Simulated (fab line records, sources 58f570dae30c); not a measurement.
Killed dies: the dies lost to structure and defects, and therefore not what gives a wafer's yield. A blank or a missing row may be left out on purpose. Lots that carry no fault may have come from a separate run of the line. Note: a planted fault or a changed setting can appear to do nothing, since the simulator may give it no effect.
Matching of chambers | flow berkeley-cmos170 | rie-diel-03 running UCB170_M2_ETCH_17: 4 sister chambers
The step etches BARC in N2/H2. 7 wafers are shown with their chamber, then 7 later ones without.

WAFERS, EACH WITH ITS CHAMBER
wafer  | chamber | throttle-valve-pct (%) | drypump-motor-current-A (A)
L524.1 | 2       | 13.22                  | 5.7
L524.6 | 0       | 13.02                  | 6.4
L527.1 | 0       | 13.01                  | 6.4
L527.3 | 3       | 13.32                  | 5.7
L527.6 | 1       | 13.49                  | 6.3
L526.2 | 3       | 13.33                  | 5.7
L526.4 | 1       | 13.49                  | 6.4

WAFERS WITH NO CHAMBER GIVEN
wafer  | throttle-valve-pct (%) | drypump-motor-current-A (A)
L526.5 | 13.02                  | 6.4
L538.1 | 13.03                  | 6.5
L538.4 | 13.34                  | 5.7
L538.5 | 13.02                  | 6.4
L539.2 | 13.47                  | 6.3
L539.3 | 13.01                  | 6.4
L539.4 | 13.32                  | 5.7

WHICH CHAMBER EACH WENT THROUGH
wafer  | from the rows above | in truth
L526.5 | 0                   | 0
L538.1 | 0                   | 0
L538.4 | 3                   | 3
L538.5 | 0                   | 0
L539.2 | 1                   | 1
L539.3 | 0                   | 0
L539.4 | 3                   | 3
Correct placement for 7 of the 7. Number that these rows cannot place: 0. 0 placed wrongly.
How it was worked out, from the rows above alone: a wafer's distance from a chamber is the root of the sum, over the readings, of the square of ((its reading less the chamber's mean) divided by the reading's scatter). The wafer belongs to the nearest chamber; if the next one is less than 2 further off, it can't be placed. For every chamber, the mean is computed from those of its wafers that are shown. The scatter: take each reading less its chamber's mean, square it, sum over the shown wafers, divide by the number of wafers less the number of chambers, and take the root.
